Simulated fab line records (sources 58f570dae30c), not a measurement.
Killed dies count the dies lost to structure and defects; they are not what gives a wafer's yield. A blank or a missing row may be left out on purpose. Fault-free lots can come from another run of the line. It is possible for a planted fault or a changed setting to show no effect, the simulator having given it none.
fab line records	flow berkeleyCmos170	part 1 of 2: steps 1 to 40 of 44
record: lots: 6	wafers: 18	lastDay: 12
route steps=331 shown CONTACT@226 M1@238 V1@254 M3@331
lots with no fault: from the same line, run without faults
startH: start of the lot's first displayed wafer, in hours after the record's first day	waitH: hours from the lot's prior step to this one	" as in the row above	L1.1+2: several wafers, shown together as one row	- no value, or no start given	* or withheld: withheld	< > ~ a bound
route shown NAME@n: a module of which the file shows steps, and the number in the route of the first	usual: mean/standard deviation of fault-free wafers	same: alike in all rows	chamber/n: place in a boat	sites: each site's reading	_std_site: the values' standard deviation	_edge_site: outer sites' mean less inner sites'	radiusMm: how far each site lies from the wafer's centre	mask NAME#n: copy n	behind: the last tool/chamber to shape the wafer	hold: the reason the lot was held/the length of the hold in hours/how it ended	device: which transistor (n, p or np) failed to switch	end of line: tests run on the same wafers once the route is complete	a step without rows: its recipe alone	killed: not the wafer's yield, but the dies lost to structure and defects at the first sort	map: dies across one wafer; x = killed, . = not, _ = none there
set.NAME: the setting that was run; set.NAME@STEP: the one run at that earlier step	model.NAME: the simulator's own value behind a step, which no gauge read
lots seen at some steps along the route; tables by step, rows by wafer
services: a tool's chamber out of use, with start hour (startH, from the record's first day; less than 0 if before it), hours out, and reason
== steps ==
step: UCB170_CONTACT_COAT_10
recipe: resist: KrF	spinRpm: 1500	resistThkNm: 900
step: UCB170_CONTACT_SOFTBAKE_11
recipe: resist: KrF	tempC: 130	timeS: 60
step: UCB170_CONTACT_EXPOSE_12
recipe: maskId: CONT	targetCdNm: 700	na: 0.5	sigmaOuter: 0.6	sourceShape: conventional	doseMj: 35
step: UCB170_CONTACT_PEB_13
recipe: pebTempC: 130	pebTimeS: withheld	resist: KrF
step: UCB170_CONTACT_DEVELOP_14
recipe: developer: TMAH	developTimeS: 45	resist: KrF	devTempC: 21
step: UCB170_CONTACT_CD_MEAS_15
recipe: targetCdNm: 700
usual: cdNm: 699.8/1.4
lot.wafer	tool	chamber	startH	waitH	cdNm
L137.2	cdSem-01	-	176.70	-	699.7
L137.4	"	-	"	"	700.9
L137.6	"	-	"	"	701.0
L145.2	cdSem-02	-	219.07	-	700.7
L145.3	"	-	"	"	699.7
L145.5	"	-	"	"	700.7
L148.2	cdSem-02	-	219.35	-	698.7
L148.3	"	-	"	"	698.8
L148.5	"	-	"	"	699.3
L147.1	cdSem-02	-	219.60	-	698.2
L147.2	"	-	"	"	699.2
L147.5	"	-	"	"	697.7
L149.1	cdSem-01	-	246.03	-	699.3
L149.2	"	-	"	"	699.7
L149.5	"	-	"	"	699.2
L155.2	cdSem-02	-	267.66	-	700.6
L155.5	"	-	"	"	700.9
L155.6	"	-	"	"	701.6
step: UCB170_CONTACT_OVL_MEAS_16
usual: CONTACT_OVL: 1/5.8
lot.wafer	tool	chamber	startH	waitH	CONTACT_OVL[nm]
L137.2	overlay-02	-	176.81	0.1	-5
L137.4	"	-	"	"	-9
L137.6	"	-	"	"	-1
L145.2	overlay-01	-	219.18	0.1	1
L145.3	"	-	"	"	-4
L145.5	"	-	"	"	2
L148.2	overlay-01	-	219.47	0.1	-6
L148.3	"	-	"	"	-3
L148.5	"	-	"	"	2
L147.1	overlay-01	-	219.72	0.1	9
L147.2	"	-	"	"	10
L147.5	"	-	"	"	6
L149.1	overlay-01	-	246.15	0.1	14
L149.2	"	-	"	"	12
L149.5	"	-	"	"	12
L155.2	overlay-02	-	267.77	0.1	1
L155.5	"	-	"	"	4
L155.6	"	-	"	"	2
step: UCB170_CONTACT_ETCH_17
recipe: chemistry: N2/H2	targetDepthA: withheld	overetchA: withheld	target: BARC	timeS: withheld	sourceW: 500	biasW: 100	pressureMtorr: 30	n2FlowSccm: 100	h2FlowSccm: 200
usual: drypumpMotorCurrentA: 5.8/0.32	oesProductAu: 1.008/0.026	throttleValvePct: 13.35/0.27
lot.wafer	tool	chamber	startH	waitH	drypumpMotorCurrentA	oesProductAu	throttleValvePct
L137.2	rieDiel-03	1	176.84	0.0	5.5	0.964	13.09
L137.4	"	3	"	"	6.1	0.994	13.12
L137.6	"	3	"	"	6.1	0.996	13.10
L145.2	rieDiel-01	1	219.21	0.0	5.3	1.027	12.99
L145.3	"	2	"	"	5.4	0.982	13.05
L145.5	"	1	"	"	5.2	1.015	13.01
L148.2	rieDiel-01	0	219.50	0.0	6.1	1.041	13.65
L148.3	"	2	"	"	5.4	0.997	13.06
L148.5	"	2	"	"	5.4	0.976	13.04
L147.1	rieDiel-04	3	219.76	0.0	5.9	1.025	13.54
L147.2	"	2	"	"	5.7	1.053	13.41
L147.5	"	3	"	"	6.0	1.009	13.52
L149.1	rieDiel-01	2	246.18	0.0	5.4	0.992	13.05
L149.2	"	1	"	"	5.3	1.035	12.99
L149.5	"	1	"	"	5.3	1.037	12.99
L155.2	rieDiel-03	1	267.80	0.0	5.5	0.952	13.07
L155.5	"	2	"	"	5.8	1.014	13.74
L155.6	"	3	"	"	6.1	0.989	13.11
step: UCB170_CONTACT_ETCH_18
recipe: chemistry: CHF3/CF4/Ar	target: PSG	stopOn: TiSi2	CHF3_flow_sccm: 45	cf4FlowSccm: 15	Ar_flow_sccm: 150	pressureMtorr: 200	rfW: 700	targetDepthA: 8400	overEtchFrac: 0.2	timeS: 195
step: UCB170_CONTACT_STRIP_19
recipe: chemistry: O2	powerW: 400	pressureMtorr: 3500	platenTempC: withheld	o2FlowSccm: 400	overashFraction: 0.5
usual: drypumpMotorCurrentA: 5.8/0.65	oesProductAu: 0.725/0.0046
lot.wafer	tool	chamber	startH	waitH	drypumpMotorCurrentA	oesProductAu	rfHoursCounterH
L137.2	plasmaAsher-02	1	177.01	-	5.7	0.720	46
L137.4	"	1	"	"	5.7	0.735	-
L137.6	"	1	"	"	5.7	0.722	-
L145.2	plasmaAsher-04	1	219.38	-	6.7	0.726	49
L145.3	"	0	"	"	6.5	0.724	-
L145.5	"	1	"	"	6.6	0.731	-
L148.2	plasmaAsher-03	0	219.67	-	5.5	0.731	11
L148.3	"	1	"	"	5.4	0.722	-
L148.5	"	1	"	"	5.5	0.726	-
L147.1	plasmaAsher-04	0	219.93	-	6.5	0.720	49
L147.2	"	1	"	"	6.6	0.721	49
L147.5	"	0	"	"	6.5	0.719	-
L149.1	plasmaAsher-02	1	246.35	-	5.7	0.729	53
L149.2	"	0	"	"	4.7	0.723	53
L149.5	"	1	"	"	5.7	0.727	-
L155.2	plasmaAsher-04	0	267.96	-	6.5	0.728	55
L155.5	"	1	"	"	6.6	0.724	-
L155.6	"	0	"	"	6.5	0.724	-
step: UCB170_CONTACT_CD_MEAS_90
recipe: targetCdNm: 700
usual: cdNm: 699.8/1.6
lot.wafer	tool	chamber	startH	waitH	cdNm
L137.2	cdSem-02	-	177.13	0.1	698.4
L137.4	"	-	"	"	699.6
L137.6	"	-	"	"	699.3
L145.2	cdSem-02	-	219.50	0.1	700.3
L145.3	"	-	"	"	699.1
L145.5	"	-	"	"	700.1
L148.2	cdSem-01	-	219.83	0.1	700.1
L148.3	"	-	"	"	697.5
L148.5	"	-	"	"	697.3
L147.1	cdSem-02	-	220.03	0.1	698.2
L147.2	"	-	"	"	698.7
L147.5	"	-	"	"	697.8
L149.1	cdSem-02	-	246.45	0.1	698.8
L149.2	"	-	"	"	698.9
L149.5	"	-	"	"	698.6
L155.2	cdSem-01	-	268.08	0.1	700.7
L155.5	"	-	"	"	701.1
L155.6	"	-	"	"	701.5
step: UCB170_CONTACT_CLEAN_20
recipe: chemistry: SPM	tempC: 120	timeS: 600
step: UCB170_M1_SPUTTER_00
recipe: material: Al	targetThkNm: 600	timeS: 80	powerW: 6000	chamberPressurePa: 0.5
usual: throttleValvePct: 29.9/0.92
lot.wafer	tool	chamber	startH	waitH	throttleValvePct	model.Al_of_M1_SPUTTER_00.thkNm
L137.2	pvdSputter-04	-	177.42	0.0	29.3	614.4
L137.4	"	-	"	"	28.8	608
L137.6	"	-	"	"	29.4	604.9
L145.2	pvdSputter-04	-	219.77	0.0	29.4	602.5
L145.3	"	-	"	"	29.8	595.9
L145.5	"	-	"	"	28.0	606.7
L148.2	pvdSputter-03	-	220.12	0.0	30.5	610.9
L148.3	"	-	"	"	31.2	603
L148.5	"	-	"	"	30.1	608.6
L147.1	pvdSputter-04	-	220.32	0.0	29.5	471.5
L147.2	"	-	"	"	29.0	459.2
L147.5	"	-	"	"	29.1	467.7
L149.1	pvdSputter-04	-	246.75	0.0	27.8	480.4
L149.2	"	-	"	"	29.8	477
L149.5	"	-	"	"	29.7	469.2
L155.2	pvdSputter-03	-	268.36	0.0	30.2	605.6
L155.5	"	-	"	"	29.2	587.7
L155.6	"	-	"	"	30.2	599.4
step: UCB170_M1_RS_MEAS_01
recipe: thkMeasGauge: four-point-probe	reads: Al_of_M1_SPUTTER_00
usual: M1_AL_RS: 0.0486/0.00059
lot.wafer	tool	chamber	startH	waitH	M1_AL_RS[ohm/sq]
L137.2	filmMetro-03	-	177.50	0.1	0.0473
L137.4	"	-	"	"	0.0479
L137.6	"	-	"	"	0.0481
L145.2	filmMetro-02	-	219.85	0.1	0.0483
L145.3	"	-	"	"	0.0489
L145.5	"	-	"	"	0.0480
L148.2	filmMetro-02	-	220.20	0.1	0.0478
L148.3	"	-	"	"	0.0483
L148.5	"	-	"	"	0.0480
L147.1	filmMetro-01	-	220.38	0.0	0.0621
L147.2	"	-	"	"	0.0637
L147.5	"	-	"	"	0.0625
L149.1	filmMetro-03	-	246.81	0.0	0.0610
L149.2	"	-	"	"	0.0614
L149.5	"	-	"	"	0.0625
L155.2	filmMetro-02	-	268.44	0.1	0.0482
L155.5	"	-	"	"	0.0497
L155.6	"	-	"	"	0.0487
step: UCB170_M1_THK_MEAS_02
recipe: thkMeasGauge: xrf	reads: Al_of_M1_SPUTTER_00
usual: M1_AL_THK: 601/7.9
lot.wafer	tool	chamber	startH	waitH	M1_AL_THK[nm]
L137.2	filmMetro-03	-	177.61	0.1	620
L137.4	"	-	"	"	613
L137.6	"	-	"	"	612
L145.2	filmMetro-02	-	219.96	0.1	605
L145.3	"	-	"	"	603
L145.5	"	-	"	"	614
L148.2	filmMetro-02	-	220.31	0.1	617
L148.3	"	-	"	"	609
L148.5	"	-	"	"	613
L147.1	filmMetro-01	-	220.50	0.1	470
L147.2	"	-	"	"	460
L147.5	"	-	"	"	468
L149.1	filmMetro-03	-	246.93	0.1	482
L149.2	"	-	"	"	482
L149.5	"	-	"	"	469
L155.2	filmMetro-02	-	268.55	0.1	611
L155.5	"	-	"	"	595
L155.6	"	-	"	"	603
step: UCB170_M1_COAT_03
recipe: resist: BARC	tempC: withheld	timeS: withheld	spinRpm: 3000	resistThkNm: withheld
step: UCB170_M1_COAT_04
recipe: resist: KrF	spinRpm: 1500	resistThkNm: 900
step: UCB170_M1_SOFTBAKE_05
recipe: resist: KrF	tempC: 130	timeS: 60
step: UCB170_M1_EXPOSE_06
recipe: maskId: METAL1	targetCdNm: 700	na: 0.5	sigmaOuter: 0.6	sourceShape: conventional	doseMj: 21
step: UCB170_M1_PEB_07
recipe: pebTempC: 130	pebTimeS: withheld	resist: KrF
step: UCB170_M1_DEVELOP_08
recipe: developer: TMAH	developTimeS: 45	resist: KrF	devTempC: 21
step: UCB170_M1_CD_MEAS_09
recipe: targetCdNm: 700
usual: cdNm: 700.2/1.3
lot.wafer	tool	chamber	startH	waitH	cdNm
L137.2	cdSem-02	-	178.64	-	699.9
L137.4	"	-	"	"	698.7
L137.6	"	-	"	"	699.2
L145.2	cdSem-01	-	221.89	-	702.6
L145.3	"	-	"	"	702.0
L145.5	"	-	"	"	702.4
L148.2	cdSem-02	-	222.35	-	701.5
L148.3	"	-	"	"	700.7
L148.5	"	-	"	"	701.1
L147.1	cdSem-02	-	222.45	-	699.5
L147.2	"	-	"	"	699.6
L147.5	"	-	"	"	700.3
L149.1	cdSem-01	-	247.97	-	697.9
L149.2	"	-	"	"	699.3
L149.5	"	-	"	"	697.7
L155.2	cdSem-02	-	269.46	-	698.6
L155.5	"	-	"	"	700.0
L155.6	"	-	"	"	701.6
step: UCB170_M1_OVL_MEAS_10
usual: M1_OVL: 0/5.6
lot.wafer	tool	chamber	startH	waitH	M1_OVL[nm]
L137.2	overlay-01	-	178.75	0.1	-3
L137.4	"	-	"	"	-2
L137.6	"	-	"	"	-3
L145.2	overlay-01	-	222.00	0.1	2
L145.3	"	-	"	"	-8
L145.5	"	-	"	"	2
L148.2	overlay-02	-	222.46	0.1	1
L148.3	"	-	"	"	-4
L148.5	"	-	"	"	-6
L147.1	overlay-02	-	222.57	0.1	1
L147.2	"	-	"	"	9
L147.5	"	-	"	"	9
L149.1	overlay-02	-	248.09	0.1	-5
L149.2	"	-	"	"	-1
L149.5	"	-	"	"	-1
L155.2	overlay-02	-	269.57	0.1	4
L155.5	"	-	"	"	0
L155.6	"	-	"	"	4
step: UCB170_M1_ETCH_11
recipe: chemistry: N2/H2	targetDepthA: withheld	overetchA: withheld	target: BARC	timeS: withheld	sourceW: 500	biasW: 100	pressureMtorr: 30	n2FlowSccm: 100	h2FlowSccm: 200
usual: drypumpMotorCurrentA: 5.7/0.32	oesProductAu: 0.999/0.024	throttleValvePct: 13.31/0.21
lot.wafer	tool	chamber	startH	waitH	drypumpMotorCurrentA	oesProductAu	throttleValvePct
L137.2	rieDiel-03	1	178.78	0.0	5.5	0.956	13.07
L137.4	"	3	"	"	6.1	1.000	13.11
L137.6	"	1	"	"	5.5	0.970	13.09
L145.2	rieDiel-02	3	222.03	0.0	5.5	1.007	13.37
L145.3	"	2	"	"	5.4	1.007	13.19
L145.5	"	1	"	"	5.8	1.004	13.26
L148.2	rieDiel-03	0	222.49	0.0	5.6	0.975	13.38
L148.3	"	2	"	"	5.9	1.017	13.73
L148.5	"	1	"	"	5.4	0.959	13.08
L147.1	rieDiel-02	3	222.61	0.0	5.5	1.012	13.35
L147.2	"	2	"	"	5.4	1.020	13.19
L147.5	"	1	"	"	5.8	0.996	13.25
L149.1	rieDiel-02	1	248.13	0.0	5.8	0.999	13.26
L149.2	"	3	"	"	5.5	1.007	13.37
L149.5	"	0	"	"	5.8	0.957	13.43
L155.2	rieDiel-01	1	269.60	0.0	5.3	1.039	12.99
L155.5	"	0	"	"	6.1	1.036	13.66
L155.6	"	1	"	"	5.3	1.037	13.00
step: UCB170_M1_METAL_ETCH_12
recipe: chemistry: Cl2/BCl3	target: Al	stopOn: PSG	pressureMtorr: 12	targetDepthA: 7800	overEtchFrac: 0.3	timeS: 130	icpW: 600	biasW: 120	Cl2_flow_sccm: 90	bcl3FlowSccm: 45
usual: drypumpMotorCurrentA: 5.3/0.44	mfcCl2Sccm: 90.0/0.3	oesProductAu: 0.847/0.014	throttleValvePct: 24.41/0.043
lot.wafer	tool	chamber	startH	waitH	drypumpMotorCurrentA	mfcCl2Sccm	oesProductAu	rfHoursCounterH	throttleValvePct
L137.2	rieMetal-01	0	178.82	-	5.7	89.3	0.838	3.7	24.34
L137.4	"	0	"	"	5.6	89.6	0.843	-	24.32
L137.6	"	0	"	"	5.7	89.9	0.828	-	24.34
L145.2	rieMetal-03	0	222.07	-	6.1	90.2	0.848	5.2	24.38
L145.3	"	0	"	"	6.1	90.1	0.848	-	24.38
L145.5	"	0	"	"	6.1	90.4	0.852	-	24.36
L148.2	rieMetal-04	0	222.53	-	5.0	89.5	0.858	1.7	24.44
L148.3	"	0	"	"	5.0	89.7	0.852	-	24.44
L148.5	"	0	"	"	5.0	89.8	0.865	-	24.44
L147.1	rieMetal-03	1	222.65	-	4.7	90.1	0.759	1.5	24.47
L147.2	"	0	"	"	6.1	89.8	0.734	5.3	24.44
L147.5	"	0	"	"	6.1	90.0	0.751	-	24.43
L149.1	rieMetal-03	0	248.17	-	6.1	90.0	0.766	6.3	24.41
L149.2	"	0	"	"	6.1	90.3	0.753	-	24.42
L149.5	"	0	"	"	6.1	90.2	0.741	-	24.43
L155.2	rieMetal-04	1	269.64	-	5.1	90.0	0.858	7.3	24.45
L155.5	"	0	"	"	5.0	89.7	0.844	-	24.44
L155.6	"	1	"	"	5.1	90.1	0.853	-	24.44
step: UCB170_M1_STRIP_13
recipe: chemistry: O2	powerW: 400	pressureMtorr: 3500	platenTempC: withheld	o2FlowSccm: 400	overashFraction: 0.5
step: UCB170_M1_CD_MEAS_90
recipe: targetCdNm: 700
usual: cdNm: 700/3
lot.wafer	tool	chamber	startH	waitH	cdNm
L137.2	cdSem-02	-	179.08	0.1	705
L137.4	"	-	"	"	704
L137.6	"	-	"	"	703
L145.2	cdSem-01	-	222.32	0.1	697
L145.3	"	-	"	"	697
L145.5	"	-	"	"	697
L148.2	cdSem-01	-	222.80	0.1	702
L148.3	"	-	"	"	699
L148.5	"	-	"	"	699
L147.1	cdSem-01	-	222.90	0.1	704
L147.2	"	-	"	"	696
L147.5	"	-	"	"	695
L149.1	cdSem-02	-	248.53	0.1	699
L149.2	"	-	"	"	700
L149.5	"	-	"	"	698
L155.2	cdSem-02	-	269.89	0.1	701
L155.5	"	-	"	"	697
L155.6	"	-	"	"	706
step: UCB170_M1_ANNEAL_14
recipe: tempC: 400	timeS: 1200	ambient: formingGas
step: UCB170_V1_CVD_00
recipe: material: SiO2	targetThkNm: 2000	tempC: 390	precursor: TEOS/O2	timeS: 250	rfW: 550	pressureMtorr: 9000
usual: heaterPowerW: 275/61
lot.wafer	tool	chamber	startH	waitH	heaterPowerW
L137.2	pecvd-04	0	181.60	0.0	214
L137.4	"	0	"	"	261
L137.6	"	0	"	"	192
L145.2	pecvd-01	1	224.55	0.0	324
L145.3	"	0	"	"	211
L145.5	"	0	"	"	247
L148.2	pecvd-04	0	224.55	0.0	258
L148.3	"	1	"	"	333
L148.5	"	0	"	"	185
L147.1	pecvd-01	1	224.70	0.2	417
L147.2	"	0	"	"	191
L147.5	"	1	"	"	320
L149.1	pecvd-02	1	250.36	0.0	347
L149.2	"	2	"	"	295
L149.5	"	0	"	"	207
L155.2	pecvd-02	1	271.33	0.0	259
L155.5	"	0	"	"	205
L155.6	"	1	"	"	326
step: UCB170_V1_THK_MEAS_01
recipe: reads: SiO2_of_V1_CVD_00
usual: V1_TEOS_THK: 2000/29
lot.wafer	tool	chamber	startH	waitH	V1_TEOS_THK[nm]
L137.2	filmMetro-04	-	181.84	0.2	2007
L137.4	"	-	"	"	2028
L137.6	"	-	"	"	2000
L145.2	filmMetro-04	-	224.71	0.1	1950
L145.3	"	-	"	"	1921
L145.5	"	-	"	"	1956
L148.2	filmMetro-03	-	224.71	0.1	1979
L148.3	"	-	"	"	1973
L148.5	"	-	"	"	2034
L147.1	filmMetro-02	-	224.86	0.1	2004
L147.2	"	-	"	"	1944
L147.5	"	-	"	"	2028
L149.1	filmMetro-03	-	250.52	0.1	1945
L149.2	"	-	"	"	2013
L149.5	"	-	"	"	2025
L155.2	filmMetro-02	-	271.49	0.1	1969
L155.5	"	-	"	"	2016
L155.6	"	-	"	"	1999
step: UCB170_V1_CMP_02
recipe: material: SiO2	downForcePsi: 6	platenRpm: 60	padVelocityMS: 0.75398
usual: headPressurePsi: 6.000/0.012	motorCurrentA: 16.0/2	platenRpm: 60.00/0.043
lot.wafer	tool	chamber	startH	waitH	headPressurePsi	motorCurrentA	platenRpm
L137.2	cmp-01	3	181.94	0.1	6.004	14.4	59.99
L137.4	"	0	"	"	6.012	19.0	59.97
L137.6	"	2	"	"	5.981	16.0	60.02
L145.2	cmp-02	1	224.76	0.0	5.997	14.8	60.01
L145.3	"	0	"	"	6.024	18.2	59.97
L145.5	"	2	"	"	5.986	15.6	60.00
L148.3	cmp-01	0	224.76	0.0	5.995	18.8	59.99
L148.2	"	3	"	"	5.980	13.7	60.02
L148.5	"	1	"	"	6.002	13.5	59.97
L147.1	cmp-01	1	225.06	0.2	5.988	13.6	60.01
L147.2	"	0	"	"	5.989	18.2	60.00
L147.5	"	2	"	"	6.014	16.6	59.98
L149.1	cmp-02	1	250.63	0.1	6.009	15.3	59.99
L149.2	"	2	"	"	6.001	15.6	60.04
L149.5	"	1	"	"	5.984	15.6	60.03
L155.2	cmp-02	1	271.69	0.2	6.022	15.7	59.96
L155.6	"	2	"	"	5.989	14.9	59.97
L155.5	"	3	"	"	6.017	14.8	60.00
step: UCB170_V1_BOW_MEAS_03
recipe: mode: bow
usual: V1_BOW: 18/6.8
lot.wafer	tool	chamber	startH	waitH	V1_BOW[um]
L137.2	filmMetro-02	-	182.21	0.2	12
L137.4	"	-	"	"	23
L137.6	"	-	"	"	25
L145.2	filmMetro-04	-	225.08	0.3	19
L145.3	"	-	"	"	30
L145.5	"	-	"	"	9
L148.2	filmMetro-02	-	225.08	0.1	19
L148.3	"	-	"	"	11
L148.5	"	-	"	"	16
L147.1	filmMetro-02	-	225.36	0.2	22
L147.2	"	-	"	"	19
L147.5	"	-	"	"	24
L149.1	filmMetro-03	-	250.88	0.2	30
L149.2	"	-	"	"	16
L149.5	"	-	"	"	7
L155.2	filmMetro-02	-	271.86	0.1	24
L155.5	"	-	"	"	17
L155.6	"	-	"	"	17
step: UCB170_V1_THK_MEAS_04
recipe: reads: SiO2_of_V1_CVD_00
usual: V1_POLISHED_THK: 1000.3/1.5
lot.wafer	tool	chamber	startH	waitH	V1_POLISHED_THK[nm]
L137.2	filmMetro-02	-	182.32	0.1	1000.5
L137.4	"	-	"	"	999.2
L137.6	"	-	"	"	1001.6
L145.2	filmMetro-04	-	225.19	0.1	1002.3
L145.3	"	-	"	"	1000.6
L145.5	"	-	"	"	1002.2
L148.2	filmMetro-02	-	225.19	0.1	1001.2
L148.3	"	-	"	"	1000.2
L148.5	"	-	"	"	999.1
L147.1	filmMetro-02	-	225.48	0.1	1000.3
L147.2	"	-	"	"	1000.5
L147.5	"	-	"	"	1002.7
L149.1	filmMetro-03	-	251.00	0.1	1000.4
L149.2	"	-	"	"	999.4
L149.5	"	-	"	"	1001.2
L155.2	filmMetro-02	-	271.97	0.1	1002.3
L155.5	"	-	"	"	996.7
L155.6	"	-	"	"	999.1
step: UCB170_V1_CLEAN_05
recipe: chemistry: DIW
step: UCB170_V1_HMDS_06
recipe: primeTimeS: 60	primeTempC: 100
step: UCB170_V1_COAT_07
recipe: resist: KrF	spinRpm: 1500	resistThkNm: 900
step: UCB170_V1_SOFTBAKE_08
recipe: resist: KrF	tempC: 130	timeS: 60
step: UCB170_V1_EXPOSE_09
recipe: maskId: VIA1	targetCdNm: 700	na: 0.5	sigmaOuter: 0.6	sourceShape: conventional	doseMj: 37
step: UCB170_V1_PEB_10
recipe: pebTempC: 130	pebTimeS: withheld	resist: KrF
step: UCB170_V1_DEVELOP_11
recipe: developer: TMAH	developTimeS: 45	resist: KrF	devTempC: 21
== key ==
firstSign: step: UCB170_M1_RS_MEAS_01	reading: M1_AL_RS	direction: up	sigmas: 23	usual: 0.0486	struck: 0.0622
effect: step: UCB170_M1_THK_MEAS_02	reading: M1_AL_THK	direction: down	sigmas: 16	usual: 601	struck: 472
effect: step: UCB170_M1_METAL_ETCH_12	reading: oesProductAu	direction: down	sigmas: 6.6	usual: 0.847	struck: 0.751
modelEffect: step: UCB170_M1_SPUTTER_00	value: Al_of_M1_SPUTTER_00.thkNm	without: 598	struck: 470.8
modelEffect: step: UCB170_V1_ETCH_14	value: Al_of_M1_SPUTTER_00.thkNm	without: 596.5	struck: 469.4
modelEffect: step: UCB170_M3_PROBE_99	value: etest.m1.rsOhmSq	without: 0.04837	struck: 0.06147
metAt UCB170_M1_SPUTTER_00
struckWafers L147.1,L147.2,L147.5,L149.1,L149.2,L149.5
onsetBetween 219.77 220.32
fault: kind: processParameterDrift	tool: pvdSputter-04	chamber: -	onsetH: 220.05	steps: UCB170_M1_SPUTTER_00	channel: targetThkNm	offset: -127.12	shape: step	endH: 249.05	actsIn: theseRecipesOnly	stated: 600
